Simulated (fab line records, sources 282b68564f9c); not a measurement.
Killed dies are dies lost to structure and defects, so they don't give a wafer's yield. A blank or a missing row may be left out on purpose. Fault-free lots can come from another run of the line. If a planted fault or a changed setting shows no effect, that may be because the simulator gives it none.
A struck lot beside a sound one ; flow rit cmos ; 43 steps out of a route of 202
Sound: wafers L617.1, L617.2, L617.4. Wafers L623.1, L623.2, L623.3 were the ones struck. The cause is given at the end.
At each step with rows: each side's tool, then ch and its chambers, then its first start. Under that, the readings that differ: sound wafers ; struck wafers ; difference of the means ; sigmas: that difference in standard deviations of wafers without a fault.
alike: same words and numbers on both sides, and readings whose means sit less than 2 such deviations apart. not compared: any withheld reading, any reading some wafer has no value for, any bound like >300 that may hide the same value, and any number with overlapping values for which the record gives no deviation.
The two part at a step that has a row with sigmas, a row that says differs or no value, or rows on one side only. When numbers do not overlap yet have no deviation, they are printed without sigmas and do not part them. Lack of a reading on every wafer of one side parts them only where that side has two or more wafers.

first, 1 step without rows for these wafers: RIT_NSD_IMPLANT_08.
RIT_NSD_STRIP_09: strips in O2, time 180 s.
  sound on plasma asher-02 ch 0,1, day 4 16:16; struck on plasma asher-04 ch 0,1, day 5 22:13
  alike: drypump motor current A, rf refl power W
  not compared: rf hours counter h
RIT_NSD_TW_MEAS_10:
  sound on film metro-02, day 4 16:26; struck on film metro-02, day 5 22:23
  alike: NSD_TW
then, 6 steps without rows for these wafers: RIT_PSD_HMDS_00 (prime time 60 s); RIT_PSD_COAT_01 (resist thk 1000 nm); RIT_PSD_SOFTBAKE_02 (time 60 s); RIT_PSD_EXPOSE_03 (exposes mask M10, target cd 40900 nm); RIT_PSD_PEB_04; RIT_PSD_DEVELOP_05 (develop time 50 s).
RIT_PSD_OVL_MEAS_06:
  sound on overlay-01, day 4 17:21; struck on overlay-02, day 5 23:17
  alike: PSD_OVL
then, 2 steps without rows for these wafers: RIT_PSD_HARDBAKE_07 (time 60 s); RIT_PSD_IMPLANT_08.
RIT_PSD_STRIP_09: strips in O2, time 180 s.
  sound on plasma asher-04 ch 0,1, day 4 17:41; struck on plasma asher-01 ch 0,1, day 5 23:42
  alike: drypump motor current A, rf refl power W
  not compared: rf hours counter h
RIT_PSD_TW_MEAS_10:
  sound on film metro-01, day 4 17:52; struck on film metro-03, day 5 23:52
reading;sound;struck;difference;sigmas
PSD_TW;3486 3460 3497;3431 3421 3414;-59;-3
then, 4 steps without rows for these wafers: RIT_SDANNEAL_CLEAN_00 (cleans in SC1, time 600 s); RIT_SDANNEAL_CLEAN_01 (cleans in dHF, time 30 s); RIT_SDANNEAL_CLEAN_02 (cleans in SC2, time 600 s); RIT_SDANNEAL_RTA_03 (time 5 s).
RIT_SDANNEAL_RS_MEAS_04: a four-point-probe measurement.
  sound on film metro-02, day 4 18:22; struck on film metro-01, day 6 00:25
  alike: PSD_RS
RIT_SDANNEAL_RS_MEAS_05: a four-point-probe measurement.
  sound on film metro-02, day 4 18:29; struck on film metro-01, day 6 00:32
reading;sound;struck;difference;sigmas
NSD_RS (ohm/sq);84.7 84.7 84.5;85.3 85.2 85.6;+0.7;+2
RIT_SDANNEAL_RS_MEAS_06: a four-point-probe measurement.
  sound on film metro-02, day 4 18:37; struck on film metro-01, day 6 00:39
  alike: PLDD_RS
RIT_SDANNEAL_RS_MEAS_07: a four-point-probe measurement.
  sound on film metro-02, day 4 18:44; struck on film metro-01, day 6 00:46
  alike: NLDD_RS
then, 1 step without rows for these wafers: RIT_SILICIDE_WET_ETCH_00 (etches SiO2 in BOE, target depth 14 nm, time 15 s).
RIT_SILICIDE_SPUTTER_01: material Ti, target thk 30 nm, time 240 s.
  sound on pvd sputter-02, day 4 18:52; struck on pvd sputter-02, day 6 00:54
  alike: throttle valve pct
RIT_SILICIDE_RS_MEAS_02: a four-point-probe measurement.
  sound on film metro-03, day 4 19:01; struck on film metro-04, day 6 01:04
  alike: SILICIDE_TI_RS
RIT_SILICIDE_THK_MEAS_03: measures by xrf.
  sound on film metro-03, day 4 19:08; struck on film metro-04, day 6 01:11
  alike: SILICIDE_TI_THK
RIT_SILICIDE_RTA_04: time 10 s, ramp up 5 s, ramp down 5 s.
  sound on rtp anneal-02 ch 0, day 4 19:12; struck on rtp anneal-01 ch 0, day 6 01:14
reading;sound;struck;difference;sigmas
wafer_temp_C_max;651.3 651.7 652.1;654.2 655.3 654.8;+3.1;+2
then, 1 step without rows for these wafers: RIT_SILICIDE_WET_ETCH_05 (etches Ti in SPM, time 120 s).
RIT_SILICIDE_RTA_06: time 10 s, ramp up 5 s, ramp down 10 s.
  sound on rtp anneal-02 ch 0, day 4 19:19; struck on rtp anneal-02 ch 0, day 6 01:22
  alike: wafer_temp_C_max
then, 1 step without rows for these wafers: RIT_CONTACT_CVD_00 (deposits SiO2 from TEOS, target thk 400 nm, time 61 s).
RIT_CONTACT_THK_MEAS_01:
  sound on film metro-04, day 4 19:26; struck on film metro-03, day 6 01:30
  alike: CONTACT_TEOS_THK
then, 6 steps without rows for these wafers: RIT_CONTACT_HMDS_02 (prime time 60 s); RIT_CONTACT_COAT_03 (resist thk 1000 nm); RIT_CONTACT_SOFTBAKE_04 (time 60 s); RIT_CONTACT_EXPOSE_05 (exposes mask M11, target cd 1000 nm); RIT_CONTACT_PEB_06; RIT_CONTACT_DEVELOP_07 (develop time 125.5 s).
RIT_CONTACT_CD_MEAS_08: target cd 1000 nm.
  sound on cd sem-02, day 4 20:27; struck on cd sem-01, day 6 02:32
  alike: cd nm
RIT_CONTACT_OVL_MEAS_09:
  sound on overlay-02, day 4 20:34; struck on overlay-02, day 6 02:39
  alike: CONTACT_OVL
then, 1 step without rows for these wafers: RIT_CONTACT_HARDBAKE_10 (time 60 s).
RIT_CONTACT_ETCH_11: etches SiO2 in CHF3/CF4/Ar, stops on TiSi2, target depth 480 nm, time 320 s.
  sound on rie diel-02 ch 1,2,3, day 4 20:46; struck on rie diel-02 ch 0,1,2, day 6 02:50
  alike: drypump motor current A, oes product au, throttle valve pct
  not compared: rf hours counter h
then, 1 step without rows for these wafers: RIT_CONTACT_STRIP_12 (strips in O2, time 180 s).
RIT_M1_PROBE_99:
  sound on prober-02, day 5 02:26; struck on prober-02, day 6 08:26
reading;sound;struck;difference;sigmas
killed at front end;13 2 9;23 34 29;+21;+7
killed dies;13 2 10;23 34 29;+20;+7
killed on rim;4 0 5;8 10 11;+7;+5
  alike: killed_at_M0_to_M3, killed at contacts, killed open, killed short

== WHERE THEY PART ==
At RIT_PSD_TW_MEAS_10 first; at RIT_M1_PROBE_99 last (within this record only).

WHY: whatever the simulator had introduced
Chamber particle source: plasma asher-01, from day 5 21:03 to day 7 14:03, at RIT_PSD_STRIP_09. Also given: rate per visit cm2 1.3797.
